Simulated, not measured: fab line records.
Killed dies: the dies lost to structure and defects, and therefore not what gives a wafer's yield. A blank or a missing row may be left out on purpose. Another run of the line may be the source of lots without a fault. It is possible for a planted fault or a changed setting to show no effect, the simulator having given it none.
Commonality check across tools -- flow rit cmos -- 14 lots and 42 wafers in the sample

## REASON IT WAS OPENED
At RIT_SDANNEAL_RS_MEAS_07 the reading NLDD_RS is flagged on 2 of 14 lots. Fault-free wafers read 151.5 ohm/sq, with a standard deviation of 0.54.
Rule: a lot is flagged in two cases, either no wafer of it has a number, or all its wafers with numbers fall more than 4 standard deviations from that mean. The other lots count as sound.

lot,measured,on,"NLDD_RS (ohm/sq), wafer by wafer",flag
L803,day 3 13:02,film metro-04,151.5 151.6 151.8,
L804,day 3 18:19,film metro-02,150.6 151.2 151.5,
L805,day 4 00:55,film metro-04,151.1 151.2 151.2,
L806,day 4 05:05,film metro-03,151.4 151.4 150.9,
L807,day 4 10:16,film metro-04,151.1 150.9 151.1,
L808,day 4 13:42,film metro-02,151.4 151.5 151.6,
L809,day 4 18:50,film metro-02,151.1 151.3 150.5,
L811,day 5 04:49,film metro-02,151.6 151.8 152.0,
L812,day 5 10:44,film metro-02,144.9 145.1 145.0,FLAGGED
L814,day 5 18:11,film metro-04,151.8 152.1 151.8,
L816,day 6 06:47,film metro-04,145.9 146.4 146.0,FLAGGED
L821,day 7 06:21,film metro-03,152.6 151.8 151.6,
L822,day 7 08:49,film metro-02,150.6 151.3 150.4,
L825,day 7 23:18,film metro-02,151.3 151.3 151.4,
On average the flagged lots' numbers are 145.6 ohm/sq, which is -5.9 ohm/sq against the usual, or -11 standard deviations.

## TOOL THAT RAN EACH LOT
3 process steps preceding the reading are held in the record, out of 202 steps in the route. In each cell: the tool, then ch and the chambers that the sampled wafers went through, then the start.
lot,flag,RIT_NWELL_STRIP_09,RIT_GATE_STRIP_20,RIT_NLDD_IMPLANT_08
L803,,"plasma asher-04 ch 0,1, day 2 04:52","plasma asher-04 ch 0, day 3 00:26","implanter-04 ch 0, day 3 04:46"
L804,,"plasma asher-02 ch 1, day 2 08:46","plasma asher-04 ch 0,1, day 3 03:31","implanter-01 ch 0, day 3 10:05"
L805,,"plasma asher-04 ch 0,1, day 2 14:06","plasma asher-02 ch 0,1, day 3 12:17","implanter-04 ch 0, day 3 16:41"
L806,,"plasma asher-01 ch 0,1, day 2 23:18","plasma asher-02 ch 0,1, day 3 15:32","implanter-04 ch 0, day 3 20:38"
L807,,"plasma asher-04 ch 0,1, day 3 02:40","plasma asher-02 ch 0,1, day 3 21:40","implanter-01 ch 0, day 4 02:12"
L808,,"plasma asher-02 ch 0,1, day 3 07:24","plasma asher-02 ch 0,1, day 4 01:03","implanter-03 ch 0, day 4 05:26"
L809,,"plasma asher-02 ch 0,1, day 3 11:02","plasma asher-01 ch 0,1, day 4 04:46","implanter-01 ch 0, day 4 10:31"
L811,,"plasma asher-02 ch 0,1, day 3 20:40","plasma asher-04 ch 0,1, day 4 14:04","implanter-01 ch 0, day 4 18:51"
L812,FLAGGED,"plasma asher-01 ch 0,1, day 4 00:35","plasma asher-02 ch 0,1, day 4 21:16","implanter-01 ch 0, day 5 01:35"
L814,,"plasma asher-04 ch 0,1, day 4 10:53","plasma asher-01 ch 0, day 5 03:44","implanter-03 ch 0, day 5 09:52"
L816,FLAGGED,"plasma asher-01 ch 0,1, day 4 23:30","plasma asher-02 ch 0,1, day 5 18:19","implanter-01 ch 0, day 5 22:38"
L821,,"plasma asher-04 ch 0,1, day 5 22:22","plasma asher-01 ch 0,1, day 6 17:37","implanter-04 ch 0, day 6 22:00"
L822,,"plasma asher-01 ch 0,1, day 6 02:23","plasma asher-02 ch 0,1, day 6 19:49","implanter-04 ch 0, day 7 00:37"
L825,,"plasma asher-04 ch 0,1, day 6 18:46","plasma asher-02 ch 0,1, day 7 10:20","implanter-03 ch 0, day 7 15:13"
What these steps do:
- RIT_NWELL_STRIP_09: strips in O2, time 180 s.
- RIT_GATE_STRIP_20: strips in O2, time 180 s.
- RIT_NLDD_IMPLANT_08
- RIT_SDANNEAL_RS_MEAS_07: measures by four-point-probe.

## FLAGGED AGAINST TOTAL, ONE TOOL AT A TIME (gauges that did the reading follow at the end)
step,tool,lots run,flagged,share of the flagged lots,sound lots run after its first flagged lot
RIT_NWELL_STRIP_09,plasma asher-01,4,2,all,1 (L822)
RIT_NWELL_STRIP_09,plasma asher-02,4,0,none,-
RIT_NWELL_STRIP_09,plasma asher-04,6,0,none,-
RIT_GATE_STRIP_20,plasma asher-01,3,0,none,-
RIT_GATE_STRIP_20,plasma asher-02,8,2,all,"2 (L822,L825)"
RIT_GATE_STRIP_20,plasma asher-04,3,0,none,-
RIT_NLDD_IMPLANT_08,implanter-01,6,2,all,0
RIT_NLDD_IMPLANT_08,implanter-03,3,0,none,-
RIT_NLDD_IMPLANT_08,implanter-04,5,0,none,-
RIT_SDANNEAL_RS_MEAS_07,film metro-02,7,1,some,"2 (L822,L825)"
RIT_SDANNEAL_RS_MEAS_07,film metro-03,2,0,none,-
RIT_SDANNEAL_RS_MEAS_07,film metro-04,5,1,some,0

## WHAT THE TABLE ALLOWS
All flagged lots were run by 3 table rows, namely plasma asher-01 at RIT_NWELL_STRIP_09, plasma asher-02 at RIT_GATE_STRIP_20, implanter-01 at RIT_NLDD_IMPLANT_08.
- plasma asher-01 at RIT_NWELL_STRIP_09: 2 of its 4 lots flagged. Sound lots ran on it after the first flagged one (L822), which a lasting fault on the whole tool wouldn't allow.
- plasma asher-02 at RIT_GATE_STRIP_20: 2 of its 8 lots flagged. Sound lots ran on it after the first flagged one (L822, L825), which a lasting fault on the whole tool wouldn't allow.
- implanter-01 at RIT_NLDD_IMPLANT_08: 2 of its 6 lots flagged. Its last sound lot is L811 (day 4 18:51), its first flagged lot L812 (day 5 01:35): a fault that began between those two fits. Its own readings lie more than 4 standard deviations out on every wafer of the flagged lots: dose ions cm2.
One tool is left: implanter-01 at RIT_NLDD_IMPLANT_08.

## WHAT THE SIMULATOR HAD PUT IN
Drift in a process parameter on implanter-01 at RIT_NLDD_IMPLANT_08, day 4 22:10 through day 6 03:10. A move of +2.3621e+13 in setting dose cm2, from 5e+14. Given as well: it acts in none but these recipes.
Struck lots among those shown: L812, L816. The rule above reached the same finding.
